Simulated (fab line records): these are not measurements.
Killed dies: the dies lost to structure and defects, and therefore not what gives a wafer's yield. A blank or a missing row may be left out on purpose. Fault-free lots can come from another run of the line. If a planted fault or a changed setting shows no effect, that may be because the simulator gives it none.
The tool behind it: which one?	flow ritCmos	7 lots with 21 wafers sampled at 2 steps, on a route of 202 steps

WHAT THE GAUGES READ, wafer by wafer
RIT_GATE_OVL_MEAS_17.
lot	measured	on	GATE_OVL (nm)
L757	day 2 20:12	overlay-01	0.9 1.1 -0.4
L760	day 3 09:39	overlay-02	1.5 1.3 1.2
L764	day 4 05:59	overlay-01	3.2 0.6 1.8
L767	day 4 20:43	overlay-01	240.7 241.2 240.3
L769	day 5 06:20	overlay-02	-0.4 -0.2 0.6
L772	day 5 21:59	overlay-01	1.3 1.8 0.3
L779	day 7 06:59	overlay-01	1.6 0.5 0.2

WHAT TOOL EACH LOT RAN ON (gives the tool, then ch and the chambers of the sampled wafers, and finally the start)
lot	RIT_GATE_EXPOSE_13
L757	ilineStepper-01 ch 0, day 2 19:41
L760	ilineStepper-02 ch 0, day 3 09:08
L764	ilineStepper-01 ch 0, day 4 05:28
L767	ilineStepper-02 ch 0, day 4 20:12
L769	ilineStepper-01 ch 0, day 5 05:46
L772	ilineStepper-01 ch 0, day 5 21:28
L779	ilineStepper-01 ch 0, day 7 06:28
- RIT_GATE_EXPOSE_13: exposes mask M6, target cd 150 nm.

THE ANSWER, worked out from the rows above alone
Rule: usual is defined by the lots themselves. The widest of any qualifying gaps counts: lots, ordered by their means at a reading, are off when they make up no more than a third of the lots, leave a main group of 4 or more, and stand apart from it by 3 or more times the standard deviation of that group's means. A main group is skipped when, at the precision printed for the reading in the tables above, its means are all equal. Also off: a lot with no number at a reading for which 4 or more lots have one. All remaining lots with rows at the step are treated as sound.
Off: L767, at RIT_GATE_OVL_MEAS_17 (GATE_OVL). Mean 0.9 nm and standard deviation 0.6 in the main group.
If a tool, at a process step before that reading, ran all the lots that are off and no sound lot after the first of them, it fits. Gauges at RIT_GATE_OVL_MEAS_17: tried the same way as those tools. One fits: RIT_GATE_EXPOSE_13 on ilineStepper-02. A fault onset in the window from L760 (day 3 09:08, its last sound lot) to L767 (day 4 20:12, its first lot off) fits.

WHAT THE SIMULATOR HAD PUT IN
Scanner matching overlay: ilineStepper-02, from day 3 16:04 on, at RIT_GATE_EXPOSE_13. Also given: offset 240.
Lots struck among those shown: L767. The same result came from the rule above.
